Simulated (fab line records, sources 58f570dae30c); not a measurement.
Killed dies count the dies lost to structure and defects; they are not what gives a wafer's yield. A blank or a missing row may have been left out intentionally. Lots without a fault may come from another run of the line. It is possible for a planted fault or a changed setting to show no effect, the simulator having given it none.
2 desks looking at one fault    flow berkeleyCmos170    numbers are kept per desk, each desk with only its own; the story behind them comes last

## AT THE METROLOGY DESK
Lot by lot, what the gauges showed, no matter which tool ran the lot: averages of those sampled wafers that carry a number. If a lot's mean is further than 4 standard deviations from the usual mean, the lot is out of limits and carries the mark OUT (the distance appears in the brackets).
Columns: A = cdNm at UCB170_GATE_CD_MEAS_90, usual 350.2 nm
lot   first seen here  A
L151  day 6 21:39      352.0
L153  day 7 16:46      350.4
L155  day 8 05:34      349.0
L152  day 8 06:08      348.9
L156  day 8 11:39      349.6
L158  day 8 12:07      350.9
L159  day 8 19:29      350.8
L160  day 9 05:17      350.3
L163  day 9 15:19      350.6
L169  day 10 22:31     353.0
L172  day 12 11:21     352.2
L174  day 13 02:43     348.5
L173  day 13 03:14     351.0
Finding of this desk: none of the 13 lots has anything out of limits.

## DESK OF THE TOOL OWNER: krfScanner-02
The tool's own readings at UCB170_NSD_EXPOSE_03 (exposes mask NSELECT MOD, target cd 1200 nm): means of the sampled wafers that have a number, for each lot that ran on this tool. If a lot's mean is further than 4 standard deviations from the usual mean, the lot is out of limits and carries the mark OUT (the distance appears in the brackets).
Columns: A = exposureDoseMJCm2 at UCB170_NSD_EXPOSE_03, usual 29.98
lot   first seen here  A
L151  day 7 12:56      29.93
L153  day 8 07:55      30.03
L155  day 8 18:50      30.01
L163  day 10 06:41     29.99
L172  day 13 03:11     29.77 (-5.7) OUT
This desk's verdict: out of limits on L172, starting with L172 at day 13 03:11 (exposureDoseMJCm2 at UCB170_NSD_EXPOSE_03). L151, L153, L155, L163: within limits.

## TAKEN TOGETHER
The tool owner's desk could have raised an alarm at day 13 03:11, on L172.
Metrology desk: nothing out of limits seen.
The metrology desk has L172 on record, within its limits.
Of the lots named, all ran UCB170_NSD_EXPOSE_03 on krfScanner-02.

## WHAT WAS PUT IN BY THE SIMULATOR
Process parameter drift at UCB170_NSD_EXPOSE_03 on krfScanner-02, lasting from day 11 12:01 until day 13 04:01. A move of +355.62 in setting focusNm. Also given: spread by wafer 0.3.
Shown lots that were struck: L172.
Delay in hours, fault start to first out-of-limits reading, by desk: the tool owner's desk at 39.
